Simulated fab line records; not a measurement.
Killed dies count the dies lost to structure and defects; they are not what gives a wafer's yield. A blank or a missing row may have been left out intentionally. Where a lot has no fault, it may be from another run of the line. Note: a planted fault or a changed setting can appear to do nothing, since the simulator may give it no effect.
Which tool did it? | flow berkeley cmos170 | 7 lots, 20 wafers sampled, at 1 step of a route of 331

WHAT EACH GAUGE READ, for each wafer
UCB170_NLDD_CD_MEAS_06: target cd 1200 nm.
lot  | measured     | on        | cd nm (nm)
L628 | day 6 23:16  | cd sem-01 | 1200.1 1200.4 1201.4
L637 | day 8 02:01  | cd sem-01 | 1199.5 1200.2
L634 | day 8 02:26  | cd sem-02 | 1197.4 1199.0 1196.5
L640 | day 8 14:57  | cd sem-02 | 1198.6 1197.7 1199.2
L643 | day 9 14:23  | cd sem-02 | 1201.5 1201.4 1200.7
L648 | day 10 08:12 | cd sem-01 | 1202.7 1202.8 1202.3
L650 | day 10 19:28 | cd sem-02 | 1201.7 1200.1 1201.2

TOOL THAT RAN EACH LOT (tool first, then ch and the chambers of the sampled wafers, then the start)
The record holds no process step before these readings.

THE ANSWER, worked out from the rows above alone
Rule: usual is defined by the lots themselves. The widest of any qualifying gaps counts: lots, ordered by their means at a reading, are off when they make up no more than a third of the lots, leave a main group of 4 or more, and stand apart from it by 3 or more times the standard deviation of that group's means. Not used: any main group whose means are identical at the precision the tables above print for the reading. A lot without any number at a reading at which 4 lots or more have one is off too. All remaining lots with rows at the step are treated as sound.
None of the lots is off at any reading shown; this tells nothing.

WHAT HAD BEEN PUT IN BY THE SIMULATOR
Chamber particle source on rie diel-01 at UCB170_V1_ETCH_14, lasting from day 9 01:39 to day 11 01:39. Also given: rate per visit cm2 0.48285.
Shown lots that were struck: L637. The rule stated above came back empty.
